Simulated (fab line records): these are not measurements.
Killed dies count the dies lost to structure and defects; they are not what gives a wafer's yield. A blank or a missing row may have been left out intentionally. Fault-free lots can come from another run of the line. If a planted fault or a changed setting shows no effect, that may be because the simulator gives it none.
Comparing a struck lot with a sound one ; flow ritCmos ; 18 steps out of a route of 202
Sound: these wafers, L677.2, L677.4, L677.6. Struck: wafers L688.2, L688.6 (left out: L688.5, a lot-mate that was not struck); the cause follows at the end.
Per side, at each step with rows, come the tool, then ch with its chambers, and then its first start. Under that, the readings that differ: sound wafers ; struck wafers ; difference of the means ; sigmas: that difference in standard deviations of wafers without a fault.
alike: words and numbers the same on both sides, and readings whose means are apart by under 2 such deviations; not compared: readings that were withheld, readings missing a value for some wafer, numbers with overlapping values and no deviation given by the record, and bounds like >300 which may hide the same value.
The two part at a step that has a row with sigmas, a row that says differs or no value, or rows on one side only. When numbers do not overlap yet have no deviation, they are printed without sigmas and do not part them. A reading missing from all wafers of one side parts the sides only when that side holds two or more wafers.

RIT_M1_SPUTTER_00: material Al, target thk 400 nm, time 500 s.
  sound on pvdSputter-03 at day 4 17:32; struck on pvdSputter-02 at day 6 21:38
  alike: throttleValvePct
RIT_M1_RS_MEAS_01: the measuring method here is four-point-probe.
  sound on filmMetro-03 at day 4 17:53; struck on filmMetro-04 at day 6 21:56
  alike: M1_AL_RS
RIT_M1_THK_MEAS_02: measures by xrf.
  sound on filmMetro-03 at day 4 17:59; struck on filmMetro-04 at day 6 22:03
  alike: M1_AL_THK
then, 6 steps without rows for these wafers: RIT_M1_HMDS_03 (prime time 60 s); RIT_M1_COAT_04 (resist thk 1300 nm); RIT_M1_SOFTBAKE_05 (time 60 s); RIT_M1_EXPOSE_06 (exposes mask M12, target cd 2600 nm); RIT_M1_PEB_07; RIT_M1_DEVELOP_08 (develop time 68 s).
RIT_M1_CD_MEAS_09: the cd target is 2600 nm.
  sound on cdSem-02 at day 4 19:01; struck on cdSem-02 at day 6 23:06
  alike: cdNm
RIT_M1_OVL_MEAS_10:
  sound on overlay-02 at day 4 19:07; struck on overlay-02 at day 6 23:12
  alike: M1_OVL
then, 1 step without rows for these wafers: RIT_M1_HARDBAKE_11 (time 120 s).
RIT_M1_METAL_ETCH_12: etches Al in Cl2/BCl3, stops on SiO2, time 165 s, target depth 600 nm.
  sound on rieMetal-01 ch 0,1, day 4 19:24; struck on rieMetal-01 ch 0, day 6 23:29
reading;sound;struck;difference;sigmas
oesProductAu (a.u.);0.791 0.766 0.768;0.720 0.727;-0.051;-4
rfFwdPowerW (W);248.7 248.8 248.9;149.4 148.5;-99.9;-99 or more
model.NOVOLAK_of_M1_COAT_04.thkNm (nm);811.3 806.3 805.6;937.2 936;+128.9;
model.M1.featureDepthNm (nm);434.5 433 439.9;363.9 363.7;-72.0;
model.etch.depthNm (nm);401.7 399.9 406.5;363.9 363.7;-38.9;
  alike: bcl3FlowSccm, drypumpMotorCurrentA, throttleValvePct
  not compared: rfHoursCounterH
then, 1 step without rows for these wafers: RIT_M1_STRIP_13 (strips in nmp, time 600 s).
RIT_M1_STRIP_14: strips in O2, time 180 s.
  sound on plasmaAsher-01 ch 0,1, day 4 19:46; struck on plasmaAsher-02 ch 1, day 6 23:49
  alike: drypumpMotorCurrentA
  not compared: rfHoursCounterH
RIT_M1_CD_MEAS_90: the cd target is 2600 nm.
  sound on cdSem-01 at day 4 19:57; struck on cdSem-02 at day 7 00:01
reading;sound;struck;difference;sigmas
cdNm (nm);2598.7 2600.8 2601.7;2612.0 2616.1;+13.7;+5
then, 1 step without rows for these wafers: RIT_M1_ANNEAL_15 (time 1800 s).
RIT_M1_PROBE_99:
  sound on prober-01 at day 5 04:49; struck on prober-01 at day 7 01:47
reading;sound;struck;difference;sigmas
defectLimitedYield (%);97.0 97.0 98.5;0 0;-98;-89
killed_at_M0_to_M3;0 0 0;262 254;+258;
killedAtContacts;0 0 0;0 1;+0;+2
killedDies;8 8 4;264 264;+257;+86
killedOnRim;2 0 1;70 70;+69;+46
sort_bin_5_function (%);0.8 2.3 0.8;99.6 98.1;+97.5;+99 or more
sortNPass;256 256 260;0 0;-257;-86
sortYieldPct (%);97.0 97.0 98.5;0 0;-98;-89
model.etest.tester.sortNPass;256 256 260;0 0;-257;
model.etest.tester.sortYieldPct (%);96.97 96.97 98.48;0 0;-97;
model.etest.tester.sort_bin_5_pct (%);0.7576 2.273 0.7576;99.62 98.11;+97.60;
model.etest.contactToGate.short;0 0 0;1 1;+1;
model.etest.diodeNplusComb.short;0 0 0;1 1;+1;
model.etest.isoNwellNwell.short;0 0 0;1 1;+1;
model.etest.pldd.short;0 0 0;1 1;+1;
model.etest.pmos_0p3.overLimit;0 0 0;1 1;+1;
  alike: killedAtFrontEnd, killedOpen, killedShort, sort_bin_3_pad_short, sort_bin_6_memory

WHERE THEY PART
Last at RIT_M1_PROBE_99 as far as this record goes, first at RIT_M1_METAL_ETCH_12.

WHY: whatever the simulator had introduced
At RIT_M1_METAL_ETCH_12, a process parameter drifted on rieMetal-01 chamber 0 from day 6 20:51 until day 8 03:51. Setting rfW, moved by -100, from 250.
